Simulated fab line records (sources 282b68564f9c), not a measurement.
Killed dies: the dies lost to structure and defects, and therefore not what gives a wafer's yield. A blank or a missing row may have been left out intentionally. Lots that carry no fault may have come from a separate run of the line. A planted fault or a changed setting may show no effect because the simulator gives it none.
Struck lot and sound lot, side by side -- flow rit-cmos -- 15 out of 202 route steps
Sound: these wafers, L130.1, L130.2, L130.5. The struck wafers were L141.1, L141.3, L141.4. Last of all comes the cause.
At each step with rows: each side's tool, then ch and its chambers, then its first start. Under that, the readings that differ: sound wafers -- struck wafers -- difference of the means -- sigmas: that difference in standard deviations of wafers without a fault.
alike: readings with means less than 2 such deviations apart, plus words and numbers identical on both sides. not compared: withheld readings, readings lacking a value on some wafer, bounds such as >300 that could conceal the same value, and numbers that have no deviation in the record and whose values overlap.
Wherever a step has rows on one side only, a row that says differs or no value, or a row with sigmas, the two part there. When numbers do not overlap yet have no deviation, they are printed without sigmas and do not part them. Lack of a reading on every wafer of one side parts them only where that side has two or more wafers.

RIT_NRETRO_OVL_MEAS_06:
  sound on overlay-02, day 2 04:44; struck on overlay-01, day 4 11:58
  alike: NRETRO_OVL
then, 2 steps without rows for these wafers: RIT_NRETRO_HARDBAKE_07 (time 120 s); RIT_NRETRO_IMPLANT_08.
RIT_NRETRO_STRIP_09: strips in O2, time 180 s.
  sound on plasma-asher-03 ch 0,1, day 2 05:11; struck on plasma-asher-03 ch 0,1, day 4 12:24
  alike: drypump-motor-current-A
  not compared: rf-hours-counter-h
RIT_NRETRO_TW_MEAS_10:
  sound on film-metro-04, day 2 05:21; struck on film-metro-02, day 4 12:34
reading,sound,struck,difference,sigmas
NRETRO_TW,1064 1063 1067,1047 1046 1047,-18,-2
then, 6 steps without rows for these wafers: RIT_PRETRO_HMDS_00 (prime time 60 s); RIT_PRETRO_COAT_01 (resist thk 1300 nm); RIT_PRETRO_SOFTBAKE_02 (time 60 s); RIT_PRETRO_EXPOSE_03 (exposes mask M5, target cd 43700 nm); RIT_PRETRO_PEB_04; RIT_PRETRO_DEVELOP_05 (develop time 68 s).
RIT_PRETRO_OVL_MEAS_06:
  sound on overlay-02, day 2 06:25; struck on overlay-01, day 4 13:38
  alike: PRETRO_OVL
RIT_PRETRO_HARDBAKE_07: time 120 s.
  sound on litho-track-01 ch 0, day 2 06:27; struck on litho-track-01 ch 0, day 4 13:40
reading,sound,struck,difference,sigmas
heater-power-total-W (W),51.99 51.94 52.10,56.90 56.91 56.91,+4.90,+75
plate-temp-C (C),139.75 140.06 140.08,150.33 150.47 150.32,+10.41,+74
model.NOVOLAK_of_PRETRO_COAT_01.thk-nm (nm),1139 1140 1136,1126 1125 1123,-14,
after that, 1 step had no rows for these wafers: RIT_PRETRO_IMPLANT_08.
RIT_M1_PROBE_99:
  sound wafers here have rows in the record (prober-02, day 3 08:13); struck ones have none

WHERE THEY PART
Earliest at RIT_NRETRO_TW_MEAS_10; latest, in this record, at RIT_M1_PROBE_99.

WHY: what had been put in by the simulator
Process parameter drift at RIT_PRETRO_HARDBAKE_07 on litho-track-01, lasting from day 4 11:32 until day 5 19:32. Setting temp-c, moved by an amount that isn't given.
